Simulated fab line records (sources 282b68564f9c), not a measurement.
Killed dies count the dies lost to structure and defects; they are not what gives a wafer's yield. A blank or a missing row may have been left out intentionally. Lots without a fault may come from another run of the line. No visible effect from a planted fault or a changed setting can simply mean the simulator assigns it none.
Chamber matching    flow ritCmos    4 sister chambers for RIT_ACTIVE_ETCH_13 on rieDiel-04
The step etches Si3N4 in SF6, stops on SiO2, time 210 s, target depth 210 nm. 4 wafers are shown with their chamber, then 7 later ones without.

== EACH WAFER AND ITS CHAMBER ==
wafer   chamber  drypumpMotorCurrentA (A)
L357.1  2        6.2
L363.2  0        6.2
L364.2  3        5.4
L364.3  1        5.7

== WAFERS MISSING THEIR CHAMBER ==
wafer   drypumpMotorCurrentA (A)
L364.6  5.7
L369.1  5.5
L369.2  6.2
L369.6  6.2
L371.2  5.7
L371.3  5.4
L371.4  6.2

== EACH ONE'S CHAMBER ==
wafer   from the rows above      in truth
L364.6  1                        1
L369.1  3                        3
L369.2  can't be placed: 0 or 2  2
L369.6  can't be placed: 0 or 2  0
L371.2  1                        1
L371.3  3                        3
L371.4  can't be placed: 0 or 2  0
Correct placement for 4 of the 7. Cannot be placed on the basis of these rows: 3; the candidates contain the true chamber in 3. Wrongly placed: 0.
How it was worked out, from the rows above alone: a wafer's distance from a chamber is the root of the sum, over the readings, of the square of ((its reading less the chamber's mean) divided by the reading's scatter). The wafer belongs to the nearest chamber; if the next one is less than 2 further off, it can't be placed. For every chamber, the mean is computed from those of its wafers that are shown. The scatter (one wafer shown for each chamber): square how far every hidden wafer sits from the nearest shown wafer, average those squares and take the square root.
